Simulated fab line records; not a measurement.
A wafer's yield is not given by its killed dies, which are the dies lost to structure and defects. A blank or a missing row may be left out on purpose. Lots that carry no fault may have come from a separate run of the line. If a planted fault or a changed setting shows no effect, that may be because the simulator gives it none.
What tool caused it? -- flow ritCmos -- 42 wafers from 14 lots sampled at 2 of the route's 202 steps

WHAT THE GAUGES SHOWED, per wafer
RIT_GATE_THK_MEAS_09.
lot,measured,on,GATE_POLY_THK (nm)
L450,day 2 23:15,filmMetro-04,250.9 251.1 254.2
L451,day 3 01:22,filmMetro-04,253.7 253.3 254.8
L453,day 3 11:29,filmMetro-04,198.0 199.2 198.1
L454,day 3 17:23,filmMetro-04,250.0 250.2 251.5
L455,day 3 23:16,filmMetro-04,201.6 200.2 201.5
L456,day 4 00:52,filmMetro-03,250.3 250.2 250.1
L461,day 5 10:52,filmMetro-01,249.5 247.7 248.1
L465,day 6 19:22,filmMetro-04,250.4 250.7 251.9
L466,day 6 19:22,filmMetro-03,253.6 250.2 250.4
L467,day 7 01:12,filmMetro-04,251.1 252.8 251.5
L469,day 7 12:45,filmMetro-04,252.1 251.8 248.1
L470,day 7 16:14,filmMetro-03,248.9 249.0 248.1
L471,day 8 02:15,filmMetro-03,248.1 248.7 248.0
L472,day 8 02:15,filmMetro-01,254.3 251.4 255.6

WHICH TOOL RAN EACH LOT (tool, then ch and the chambers of the sampled wafers, then the start)
lot,RIT_GATE_CVD_08
L450,"lpcvd-01 ch 0, day 2 21:37"
L451,"lpcvd-01 ch 1, day 2 23:44"
L453,"lpcvd-01 ch 0, day 3 09:52"
L454,"lpcvd-02 ch 0, day 3 15:46"
L455,"lpcvd-01 ch 1, day 3 21:38"
L456,"lpcvd-02 ch 1, day 3 23:14"
L461,"lpcvd-02 ch 1, day 5 09:16"
L465,"lpcvd-02 ch 0, day 6 17:44"
L466,"lpcvd-02 ch 0, day 6 17:44"
L467,"lpcvd-01 ch 1, day 6 23:35"
L469,"lpcvd-02 ch 0, day 7 11:07"
L470,"lpcvd-02 ch 0, day 7 14:35"
L471,"lpcvd-02 ch 0, day 8 00:38"
L472,"lpcvd-02 ch 0, day 8 00:38"
- RIT_GATE_CVD_08: deposits poly-Si from SiH4, target thk 250 nm, time 2220 s.

WHAT THE TOOLS THEMSELVES READ (means of the sampled wafers that have a number; where no wafer has one, the mark that the record gives instead)
RIT_GATE_CVD_08.
lot,tool,sih4FlowSccm (sccm),spikeTcLoadC (C)
L450,lpcvd-01,100.09,628
L451,lpcvd-01,100.31,632
L453,lpcvd-01,80.30,627
L454,lpcvd-02,99.87,629
L455,lpcvd-01,79.94,632
L456,lpcvd-02,100.03,625
L461,lpcvd-02,100.12,625
L465,lpcvd-02,99.63,628
L466,lpcvd-02,100.15,628
L467,lpcvd-01,100.48,633
L469,lpcvd-02,99.75,629
L470,lpcvd-02,100.31,629
L471,lpcvd-02,100.26,628
L472,lpcvd-02,100.01,630

THE ANSWER, worked out from the rows above alone
Rule: the lots themselves supply what counts as usual. Put in order of their means at a reading, lots are off if they are a third of the lots or fewer, leave a main group of 4 or more, and stand apart from it by a gap of 3 or more times the standard deviation of the main group's means; of several such gaps the widest counts. A main group whose means are all the same, to the digits that the tables above print for the reading, isn't used. Also off: a lot with no number at a reading for which 4 or more lots have one. Where the step has rows for the other lots, those lots are counted as sound. The gauges are gone through in route order, then the tools' own readings, and for those a lot's mean is taken as printed above. At the first step where some lot is off, the reading lying furthest off is the one used; lots without a number count as furthest.
Off: L453, L455, seen at RIT_GATE_THK_MEAS_09 (GATE_POLY_THK). The main group: mean 250.9 nm, standard deviation 1.8.
If a tool, at a process step before that reading, ran all the lots that are off and no sound lot after the first of them, it fits. The gauges at RIT_GATE_THK_MEAS_09 aren't tried: what is off there is off at RIT_GATE_CVD_08 too, on other tools, and a gauge's error can't cause that. Of those tried, none fits.

WHAT THE SIMULATOR HAD PUT IN
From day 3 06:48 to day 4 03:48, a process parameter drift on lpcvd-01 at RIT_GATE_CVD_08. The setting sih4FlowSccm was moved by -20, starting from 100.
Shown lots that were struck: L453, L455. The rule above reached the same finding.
